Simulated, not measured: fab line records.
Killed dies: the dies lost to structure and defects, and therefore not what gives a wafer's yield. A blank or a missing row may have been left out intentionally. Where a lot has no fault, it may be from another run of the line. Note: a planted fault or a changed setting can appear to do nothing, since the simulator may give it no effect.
Which of the tools did it? -- flow berkeley cmos170 -- 14 lots, 42 wafers sampled, at 6 steps of a route of 331

## WHAT THE GAUGES READ, wafer by wafer
UCB170_V2_CD_MEAS_12: the cd target is 700 nm. Usual: cd nm 700.6 nm, standard deviation 1.3.
lot,measured,on,cd nm (nm),flag
L458,day 8 00:25,cd sem-02,700.0 699.7 700.6,
L459,day 8 03:47,cd sem-02,699.9 699.1 698.7,
L463,day 9 09:07,cd sem-01,701.0 701.5 701.5,
L465,day 10 05:16,cd sem-02,699.7 700.3 698.8,
L466,day 10 05:49,cd sem-02,701.3 700.9 702.0,
L464,day 10 06:05,cd sem-02,701.0 700.5 699.6,
L467,day 10 06:22,cd sem-02,700.6 699.7 701.2,
L468,day 10 06:55,cd sem-02,698.0 698.9 700.5,
L469,day 10 17:26,cd sem-01,700.8 700.6 700.5,
L472,day 11 14:14,cd sem-02,699.4 698.6 700.4,
L471,day 11 15:30,cd sem-01,702.5 702.5 702.2,
L476,day 11 17:25,cd sem-02,703.4 701.9 703.3,
L475,day 11 18:26,cd sem-01,701.3 700.1 700.5,
L481,day 12 23:12,cd sem-01,700.0 699.0 698.6,

UCB170_M3_CD_MEAS_15: the cd target is 700 nm. Usual: cd nm 699.9 nm, standard deviation 1.6.
lot,measured,on,cd nm (nm),flag
L458,day 8 02:59,cd sem-02,701.8 701.8 701.3,
L459,day 8 06:26,cd sem-02,699.3 700.4 700.5,
L463,day 9 11:43,cd sem-01,700.7 700.5 700.0,
L465,day 10 09:05,cd sem-02,700.0 699.4 700.3,
L466,day 10 09:53,cd sem-01,701.9 700.5 700.2,
L464,day 10 10:17,cd sem-02,698.6 700.2 699.2,
L467,day 10 10:55,cd sem-02,699.4 698.2 700.3,
L468,day 10 11:28,cd sem-02,698.3 699.3 699.2,
L469,day 10 20:37,cd sem-01,698.0 699.6 696.6,
L472,day 11 17:07,cd sem-01,703.0 700.8 702.2,
L471,day 11 18:05,cd sem-02,696.9 698.2 698.4,
L476,day 11 19:55,cd sem-02,701.2 700.4 701.6,
L475,day 11 21:36,cd sem-02,696.9 697.9 698.5,
L481,day 13 01:52,cd sem-01,699.2 699.5 699.5,

UCB170_M3_CD_MEAS_90: the cd target is 700 nm. Usual: cd nm 700 nm, standard deviation 3.2.
lot,measured,on,cd nm (nm),flag
L458,day 8 03:28,cd sem-01,701 696 697,
L459,day 8 06:55,cd sem-01,697 694 695,
L463,day 9 12:12,cd sem-02,706 705 703,
L465,day 10 09:35,cd sem-01,706 703 705,
L466,day 10 10:22,cd sem-01,698 695 696,
L464,day 10 10:46,cd sem-01,700 700 695,
L467,day 10 11:24,cd sem-01,696 693 694,
L468,day 10 11:57,cd sem-01,699 703 704,
L469,day 10 21:09,cd sem-01,701 701 701,
L472,day 11 17:36,cd sem-02,684 681 684,OFF
L471,day 11 18:46,cd sem-01,696 697 699,
L476,day 11 20:24,cd sem-01,701 701 700,
L475,day 11 22:05,cd sem-02,677 680 683,OFF
L481,day 13 02:21,cd sem-01,699 702 700,

UCB170_M3_BOW_MEAS_20. Usual: M3_BOW gives 35 um (standard deviation 6.4).
lot,measured,on,M3_BOW (um),flag
L458,day 8 03:35,film metro-01,33 37 41,
L459,day 8 07:03,film metro-04,35 44 30,
L463,day 9 12:23,film metro-03,47 39 37,
L465,day 10 09:42,film metro-04,36 33 44,
L466,day 10 10:29,film metro-01,33 29 40,
L464,day 10 10:53,film metro-03,32 40 33,
L467,day 10 11:31,film metro-03,39 35 27,
L468,day 10 12:04,film metro-01,43 35 47,
L469,day 10 21:16,film metro-01,24 21 30,
L472,day 11 17:43,film metro-03,28 27 36,
L471,day 11 18:53,film metro-04,26 36 43,
L476,day 11 20:31,film metro-01,37 37 36,
L475,day 11 22:13,film metro-01,34 22 41,
L481,day 13 02:28,film metro-01,43 34 26,

## EACH LOT AND THE TOOL THAT RAN IT (in order: tool; ch and the chambers of the sampled wafers; start)
lot,UCB170_M3_METAL_ETCH_18,UCB170_M3_STRIP_19
L458,"rie metal-01 ch 0,1, day 8 03:11","plasma asher-04 ch 0,1, day 8 03:22"
L459,"rie metal-03 ch 0,1, day 8 06:38","plasma asher-04 ch 0,1, day 8 06:49"
L463,"rie metal-04 ch 0,1, day 9 11:55","plasma asher-01 ch 0,1, day 9 12:06"
L465,"rie metal-04 ch 0, day 10 09:17","plasma asher-04 ch 0,1, day 10 09:29"
L466,"rie metal-01 ch 0,1, day 10 10:05","plasma asher-01 ch 0,1, day 10 10:14"
L464,"rie metal-03 ch 0,1, day 10 10:29","plasma asher-02 ch 0, day 10 10:40"
L467,"rie metal-01 ch 0,1, day 10 11:07","plasma asher-02 ch 0,1, day 10 11:18"
L468,"rie metal-04 ch 0,1, day 10 11:40","plasma asher-04 ch 0,1, day 10 11:51"
L469,"rie metal-04 ch 0,1, day 10 20:50","plasma asher-04 ch 0,1, day 10 21:00"
L472,"rie metal-04 ch 0,1, day 11 17:18","plasma asher-01 ch 1, day 11 17:29"
L471,"rie metal-01 ch 0, day 11 18:20","plasma asher-01 ch 1, day 11 18:38"
L476,"rie metal-03 ch 0,1, day 11 20:07","plasma asher-04 ch 0,1, day 11 20:18"
L475,"rie metal-04 ch 0,1, day 11 21:47","plasma asher-01 ch 0,1, day 11 21:58"
L481,"rie metal-01 ch 0,1, day 13 02:04","plasma asher-02 ch 0,1, day 13 02:13"
- UCB170_M3_METAL_ETCH_18: etches Al in Cl2/BCl3, stops on SiO2, target depth 1170 nm, time 195 s.
- UCB170_M3_STRIP_19: strips in O2.

## AS READ BY THE TOOLS THEMSELVES (means over the sampled wafers that have a number; for cases with no such wafer, the mark the record gives instead)
UCB170_M3_METAL_ETCH_18. Usual: drypump motor current A 5.8 A, standard deviation 0.6; oes product au 0.864 a.u., standard deviation 0.013; throttle valve pct 24.43 %, standard deviation 0.26.
lot,tool,drypump motor current A (A),oes product au (a.u.),throttle valve pct (%),flag
L458,rie metal-01,6.0,0.857,24.56,
L459,rie metal-03,5.6,0.852,24.69,
L463,rie metal-04,5.6,0.874,24.08,
L465,rie metal-04,6.0,0.868,24.03,
L466,rie metal-01,5.9,0.864,24.49,
L464,rie metal-03,6.1,0.866,24.60,
L467,rie metal-01,5.9,0.856,24.50,
L468,rie metal-04,5.3,0.868,24.15,
L469,rie metal-04,5.3,0.865,24.14,
L472,rie metal-04,5.3,0.870,24.16,
L471,rie metal-01,6.3,0.874,24.64,
L476,rie metal-03,6.1,0.873,24.60,
L475,rie metal-04,5.6,0.869,24.09,
L481,rie metal-01,6.1,0.855,24.54,

UCB170_M3_STRIP_19. Usual: drypump motor current A 5.9 A, standard deviation 0.62; oes product au 0.550 a.u., standard deviation 0.014.
lot,tool,drypump motor current A (A),oes product au (a.u.),flag
L458,plasma asher-04,5.6,0.547,
L459,plasma asher-04,6.1,0.558,
L463,plasma asher-01,6.0,0.566,
L465,plasma asher-04,6.1,0.561,
L466,plasma asher-01,5.5,0.544,
L464,plasma asher-02,6.2,0.566,
L467,plasma asher-02,6.1,0.542,
L468,plasma asher-04,6.1,0.532,
L469,plasma asher-04,6.1,0.540,
L472,plasma asher-01,5.1,0.317,OFF
L471,plasma asher-01,5.1,0.548,
L476,plasma asher-04,5.6,0.565,
L475,plasma asher-01,6.0,0.319,OFF
L481,plasma asher-02,6.0,0.546,

## THE ANSWER, worked out from the rows above alone
Rule: a lot counts as off when the mean over its wafers that have a number is more than 3 standard deviations away from the usual mean. Also off: a lot with no number at a reading for which 4 or more lots have one. The other lots that the step has rows for count as sound. First the gauges in route order, then the tools' own readings, where a lot's mean is used as printed above. The first step at which some lot is off is used, and at that step the reading that is off furthest; a lot without a number counts as furthest.
Off: L472, L475, at UCB170_M3_CD_MEAS_90 (cd nm).
A tool fits if, at a process step before that reading, it ran every lot that is off, and no sound lot after the first of them. The gauges at UCB170_M3_CD_MEAS_90 aren't tried: what is off there is off at UCB170_M3_STRIP_19 too, on other tools, and a gauge's error can't cause that. One fits: rie metal-04 at UCB170_M3_METAL_ETCH_18. A fault onset in the window from L469 (day 10 20:50, its last sound lot) to L472 (day 11 17:18, its first lot off) fits.

## WHAT THE SIMULATOR HAD PUT IN
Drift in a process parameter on rie metal-04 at UCB170_M3_METAL_ETCH_18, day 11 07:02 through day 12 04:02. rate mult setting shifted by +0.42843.
Struck lots among those shown: L472, L475. The same result came from the rule above.
